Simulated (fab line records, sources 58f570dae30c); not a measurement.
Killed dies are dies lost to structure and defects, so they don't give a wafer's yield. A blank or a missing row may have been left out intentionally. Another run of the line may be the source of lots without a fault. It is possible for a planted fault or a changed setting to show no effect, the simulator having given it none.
Split-lot trial -- flow berkeley-cmos170 -- 23 wafers read across 5 lots, on a route 331 steps long

## ON THE SPLIT
At UCB170_WELLDRIVE_OXIDATION_01 (target thk 199 nm, ox time 9000 s), the setting ox-time-s was moved away from the recipe's 9000 s on 10 of the 23 wafers read, by -4.3% to +5.2%. All remaining wafers had this setting at the recipe value.

The reading is taken at the split's own step.

## THE READING
SiO2_of_WELLDRIVE_OXIDATION_01.thk-nm (the simulator's own value, which no gauge read), in nm, at UCB170_WELLDRIVE_OXIDATION_01 (target thk 199 nm, ox time 9000 s). The file gives no usual value for it. Here, 13 wafers ran the recipe; their average is 199.6 nm with a standard deviation of 2.5 nm.

wafer,"tool, chamber at the split","ox-time-s as run, s",against the recipe,"SiO2_of_WELLDRIVE_OXIDATION_01.thk-nm, nm",against lot-mates on the recipe
L074.1,"-, -",8610,-4.3%,189.6,no lot-mate on the recipe
L074.2,"-, -",8610,-4.3%,187.9,no lot-mate on the recipe
L074.4,"-, -",8610,-4.3%,191.1,no lot-mate on the recipe
L074.5,"-, -",8610,-4.3%,191.5,no lot-mate on the recipe
L074.6,"-, -",8610,-4.3%,192.7,no lot-mate on the recipe
L075.1,"-, -",9471,+5.2%,202.3,no lot-mate on the recipe
L075.2,"-, -",9471,+5.2%,205.2,no lot-mate on the recipe
L075.4,"-, -",9471,+5.2%,204.1,no lot-mate on the recipe
L075.5,"-, -",9471,+5.2%,203.6,no lot-mate on the recipe
L075.6,"-, -",9471,+5.2%,202.9,no lot-mate on the recipe
L078.1,"-, -",9000,recipe,196,-
L078.3,"-, -",9000,recipe,195.2,-
L078.4,"-, -",9000,recipe,197.5,-
L078.5,"-, -",9000,recipe,197.2,-
L078.6,"-, -",9000,recipe,199.1,-
L079.2,"furnace-02, 0",9000,recipe,202.5,-
L079.4,"furnace-02, 0",9000,recipe,202.3,-
L079.5,"furnace-02, 0",9000,recipe,202.2,-
L083.2,"-, -",9000,recipe,198.8,-
L083.3,"-, -",9000,recipe,200.5,-
L083.4,"-, -",9000,recipe,200,-
L083.5,"-, -",9000,recipe,202.8,-
L083.6,"-, -",9000,recipe,200.7,-

FIT RESULTS
A straight line over all 23 wafers: SiO2_of_WELLDRIVE_OXIDATION_01.thk-nm changes by +1.33 nm for each +1% of ox-time-s; r = +0.85; the points scatter about the line by 2.7 nm.
Too few moved wafers have a lot-mate on the recipe to fit a line with each lot's own level taken away.

## THE FILE'S OWN FIT
SiO2_of_WELLDRIVE_OXIDATION_01.thk-nm changes by +1.33 nm for each +1% of ox-time-s, r = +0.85.
